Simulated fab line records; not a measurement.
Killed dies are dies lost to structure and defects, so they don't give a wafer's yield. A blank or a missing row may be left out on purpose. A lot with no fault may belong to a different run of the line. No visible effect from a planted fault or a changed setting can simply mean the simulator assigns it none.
Commonality check across tools || flow berkeleyCmos170 || Lots sampled 14, wafers sampled 42

== WHY IT WAS OPENED ==
UCB170_CONTACT_THK_MEAS_02, reading CONTACT_PSG_THK: flagged on 3 of 14 lots. No-fault wafers: 700 nm, standard deviation 6.4.
Rule: a lot gets a flag if all its wafers with a number sit over 4 standard deviations from that mean, or if no wafer of it has a number. All remaining lots are regarded as sound.

{"lot": "L127", "measured": "day 6 16:42", "on": "filmMetro-02", "CONTACT_PSG_THK (nm), wafer by wafer": "699 698 702", "flag": ""}
{"lot": "L126", "measured": "day 6 19:01", "on": "filmMetro-02", "CONTACT_PSG_THK (nm), wafer by wafer": "692 693 694", "flag": ""}
{"lot": "L128", "measured": "day 6 19:01", "on": "filmMetro-03", "CONTACT_PSG_THK (nm), wafer by wafer": "705 706 704", "flag": ""}
{"lot": "L125", "measured": "day 6 19:02", "on": "filmMetro-01", "CONTACT_PSG_THK (nm), wafer by wafer": "702 701 699", "flag": ""}
{"lot": "L131", "measured": "day 7 14:28", "on": "filmMetro-01", "CONTACT_PSG_THK (nm), wafer by wafer": "705 706 704", "flag": ""}
{"lot": "L129", "measured": "day 7 15:25", "on": "filmMetro-02", "CONTACT_PSG_THK (nm), wafer by wafer": "606 605 609", "flag": "FLAGGED"}
{"lot": "L130", "measured": "day 7 17:13", "on": "filmMetro-01", "CONTACT_PSG_THK (nm), wafer by wafer": "623 617 618", "flag": "FLAGGED"}
{"lot": "L132", "measured": "day 8 00:23", "on": "filmMetro-02", "CONTACT_PSG_THK (nm), wafer by wafer": "612 608 613", "flag": "FLAGGED"}
{"lot": "L142", "measured": "day 10 11:53", "on": "filmMetro-02", "CONTACT_PSG_THK (nm), wafer by wafer": "701 702 699", "flag": ""}
{"lot": "L146", "measured": "day 10 21:05", "on": "filmMetro-01", "CONTACT_PSG_THK (nm), wafer by wafer": "688 689 696", "flag": ""}
{"lot": "L145", "measured": "day 11 00:52", "on": "filmMetro-03", "CONTACT_PSG_THK (nm), wafer by wafer": "696 696 693", "flag": ""}
{"lot": "L144", "measured": "day 11 00:53", "on": "filmMetro-01", "CONTACT_PSG_THK (nm), wafer by wafer": "692 692 691", "flag": ""}
{"lot": "L147", "measured": "day 11 07:01", "on": "filmMetro-01", "CONTACT_PSG_THK (nm), wafer by wafer": "698 692 695", "flag": ""}
{"lot": "L148", "measured": "day 11 16:29", "on": "filmMetro-03", "CONTACT_PSG_THK (nm), wafer by wafer": "696 702 700", "flag": ""}
The mean of the flagged lots' numbers is 612 nm, -88 nm from the usual (-14 standard deviations).

== LOT BY LOT: THE TOOL USED ==
The record holds 2 process steps before the reading, out of a route of 331 steps. Every cell lists first the tool, next ch and the chambers used by the sampled wafers, and last the start.
{"lot": "L127", "flag": "", "UCB170_NSD_STRIP_09": "plasmaAsher-02 ch 0,1, day 6 11:13", "UCB170_CONTACT_CVD_01": "lpcvd-01 ch 1, day 6 14:55"}
{"lot": "L126", "flag": "", "UCB170_NSD_STRIP_09": "plasmaAsher-02 ch 0,1, day 6 13:07", "UCB170_CONTACT_CVD_01": "lpcvd-02 ch 1, day 6 17:14"}
{"lot": "L128", "flag": "", "UCB170_NSD_STRIP_09": "plasmaAsher-02 ch 0,1, day 6 14:06", "UCB170_CONTACT_CVD_01": "lpcvd-02 ch 1, day 6 17:14"}
{"lot": "L125", "flag": "", "UCB170_NSD_STRIP_09": "plasmaAsher-01 ch 0,1, day 6 13:28", "UCB170_CONTACT_CVD_01": "lpcvd-02 ch 1, day 6 17:14"}
{"lot": "L131", "flag": "", "UCB170_NSD_STRIP_09": "plasmaAsher-01 ch 0,1, day 7 10:10", "UCB170_CONTACT_CVD_01": "lpcvd-01 ch 0, day 7 12:39"}
{"lot": "L129", "flag": "FLAGGED", "UCB170_NSD_STRIP_09": "plasmaAsher-01 ch 0,1, day 7 10:35", "UCB170_CONTACT_CVD_01": "lpcvd-02 ch 1, day 7 13:37"}
{"lot": "L130", "flag": "FLAGGED", "UCB170_NSD_STRIP_09": "plasmaAsher-02 ch 0,1, day 7 10:54", "UCB170_CONTACT_CVD_01": "lpcvd-02 ch 0, day 7 15:25"}
{"lot": "L132", "flag": "FLAGGED", "UCB170_NSD_STRIP_09": "plasmaAsher-03 ch 0,1, day 7 20:15", "UCB170_CONTACT_CVD_01": "lpcvd-02 ch 1, day 7 22:35"}
{"lot": "L142", "flag": "", "UCB170_NSD_STRIP_09": "plasmaAsher-03 ch 0,1, day 10 07:26", "UCB170_CONTACT_CVD_01": "lpcvd-01 ch 1, day 10 10:05"}
{"lot": "L146", "flag": "", "UCB170_NSD_STRIP_09": "plasmaAsher-03 ch 0,1, day 10 16:57", "UCB170_CONTACT_CVD_01": "lpcvd-01 ch 0, day 10 19:17"}
{"lot": "L145", "flag": "", "UCB170_NSD_STRIP_09": "plasmaAsher-02 ch 0,1, day 10 17:58", "UCB170_CONTACT_CVD_01": "lpcvd-02 ch 1, day 10 23:05"}
{"lot": "L144", "flag": "", "UCB170_NSD_STRIP_09": "plasmaAsher-02 ch 0,1, day 10 17:43", "UCB170_CONTACT_CVD_01": "lpcvd-02 ch 0, day 10 23:05"}
{"lot": "L147", "flag": "", "UCB170_NSD_STRIP_09": "plasmaAsher-02 ch 0,1, day 11 02:43", "UCB170_CONTACT_CVD_01": "lpcvd-02 ch 1, day 11 05:13"}
{"lot": "L148", "flag": "", "UCB170_NSD_STRIP_09": "plasmaAsher-01 ch 0,1, day 11 12:26", "UCB170_CONTACT_CVD_01": "lpcvd-02 ch 1, day 11 14:42"}
What these steps do:
- UCB170_NSD_STRIP_09: strips in O2.
- UCB170_CONTACT_CVD_01: deposits PSG from SiH4/O2/PH3, target thk 700 nm, time 2820 s.
- UCB170_CONTACT_THK_MEAS_02

== FLAGGED OVER TOTAL, TOOL BY TOOL (the gauges that took the reading come last) ==
{"step": "UCB170_NSD_STRIP_09", "tool": "plasmaAsher-01", "lots run": 4, "flagged": 1, "share of the flagged lots": "some", "sound lots run after its first flagged lot": "1 (L148)"}
{"step": "UCB170_NSD_STRIP_09", "tool": "plasmaAsher-02", "lots run": 7, "flagged": 1, "share of the flagged lots": "some", "sound lots run after its first flagged lot": "3 (L144,L145,L147)"}
{"step": "UCB170_NSD_STRIP_09", "tool": "plasmaAsher-03", "lots run": 3, "flagged": 1, "share of the flagged lots": "some", "sound lots run after its first flagged lot": "2 (L142,L146)"}
{"step": "UCB170_CONTACT_CVD_01", "tool": "lpcvd-01", "lots run": 4, "flagged": 0, "share of the flagged lots": "none", "sound lots run after its first flagged lot": "-"}
{"step": "UCB170_CONTACT_CVD_01", "tool": "lpcvd-02", "lots run": 10, "flagged": 3, "share of the flagged lots": "all", "sound lots run after its first flagged lot": "4 (L144,L145,L147,L148)"}
{"step": "UCB170_CONTACT_THK_MEAS_02", "tool": "filmMetro-01", "lots run": 6, "flagged": 1, "share of the flagged lots": "some", "sound lots run after its first flagged lot": "3 (L146,L144,L147)"}
{"step": "UCB170_CONTACT_THK_MEAS_02", "tool": "filmMetro-02", "lots run": 5, "flagged": 2, "share of the flagged lots": "some", "sound lots run after its first flagged lot": "1 (L142)"}
{"step": "UCB170_CONTACT_THK_MEAS_02", "tool": "filmMetro-03", "lots run": 3, "flagged": 0, "share of the flagged lots": "none", "sound lots run after its first flagged lot": "-"}

== WHAT THE TABLE PERMITS ==
In the table, 1 row covers all flagged lots: lpcvd-02 at UCB170_CONTACT_CVD_01.
- lpcvd-02 at UCB170_CONTACT_CVD_01: 3 of its 10 lots flagged. Sound lots ran on it after the first flagged one (L144, L145, L147, L148), which a lasting fault on the whole tool wouldn't allow. Its own readings lie more than 4 standard deviations out on every wafer of the flagged lots: spikeTcCentreC, spikeTcLoadC, spikeTcSourceC, susceptorTempC.
There is no row in the table that ran each flagged lot and no sound lot after the first.

== WHAT THE SIMULATOR HAD INSERTED ==
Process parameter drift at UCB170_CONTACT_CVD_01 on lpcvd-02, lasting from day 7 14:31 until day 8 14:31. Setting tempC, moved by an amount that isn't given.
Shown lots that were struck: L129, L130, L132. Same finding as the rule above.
